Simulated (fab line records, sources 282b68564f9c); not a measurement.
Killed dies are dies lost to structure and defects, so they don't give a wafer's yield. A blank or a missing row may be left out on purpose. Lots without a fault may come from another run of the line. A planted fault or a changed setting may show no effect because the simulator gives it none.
Problem report in the 8D (eight disciplines) form, filled by code | flow rit_cmos | the parts of the form that need people (team, actions taken, sign-off) are left out

1. THE PROBLEM
NLDD_TW at RIT_NLDD_TW_MEAS_10 reads a mean of 30 on 6 wafers of 2 lots; wafers without a fault read 2458 with a standard deviation of 30. That is -81 standard deviations from the usual mean.
First seen on wafer L863.1, day 4 02:02, on film_metro-04. The record holds 42 wafers of 14 lots with a number at this step. Rule for "out", or "out of limits": more than 4 standard deviations from the usual mean. The other wafers with a number count as sound.

2. WHAT IT IS AND WHAT IT IS NOT
question                    | is                     | is not
which readings at this step | NLDD_TW                | -
which lots                  | L863, L868             | L857, L860, L861, L862, L865, L867, L872, L873, L874, L878, L879, L880
which wafers of those lots  | all that have a number | -
read on which gauges        | film_metro-04          | film_metro-03
when                        | from day 4 02:02       | up to then (12 sound wafers); but 24 sound wafers of L865, L867, L872, L873, L874, L878, L879, L880 came after

3. SUSPECTS, AND WHAT RULES EACH OUT
Counting: a tool at a process step up to the reading stays a suspect if it ran every lot that is out and no sound lot after the first of them.
- the gauge at RIT_NLDD_TW_MEAS_10: kept. All the wafers that are out were read on film_metro-04, and no step on other tools shows them out.
- litho_track-04 at RIT_NLDD_DEVELOP_05 (develop time 50 s): kept. It ran every lot that is out, first L863 (day 4 01:00), and no sound lot after that; its last sound lot up to then is L862 (day 4 00:00).
Left after counting: litho_track-04 at RIT_NLDD_DEVELOP_05, film_metro-04 at RIT_NLDD_TW_MEAS_10.

4. THE CAUSE (what the simulator had put in)
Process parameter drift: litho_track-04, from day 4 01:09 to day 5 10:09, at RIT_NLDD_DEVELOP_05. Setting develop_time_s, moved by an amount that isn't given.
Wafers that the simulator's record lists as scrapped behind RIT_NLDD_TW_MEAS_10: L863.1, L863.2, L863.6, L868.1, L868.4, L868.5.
Counting left 2 suspects, and this tool is among them.

5. THE CHAIN OF EFFECTS, in route order
Each row: a reading whose mean over the struck wafers that have a number lies more than 3 standard deviations from the usual. Only readings for which the record gives a usual standard deviation are gone through. hours: the time from each lot's start at the first step in this table that gives one to its start at this step, as a median over the lots. sigmas: the change in usual standard deviations.
hours | step                | reading | usual | on struck wafers | change | sigmas
0     | RIT_NLDD_TW_MEAS_10 | NLDD_TW | 2458  | 30               | -2428  | -81

6. WHAT WOULD HAVE CAUGHT IT SOONER
In this record the first reading out of limits at a measuring or inspecting step was taken at day 4 02:02, 1 hour after the fault began at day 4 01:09.
Of the lots that are out (2), L868 began RIT_NLDD_DEVELOP_05 on litho_track-04 after day 4 02:02. A hold on the tool at that time would have spared it.
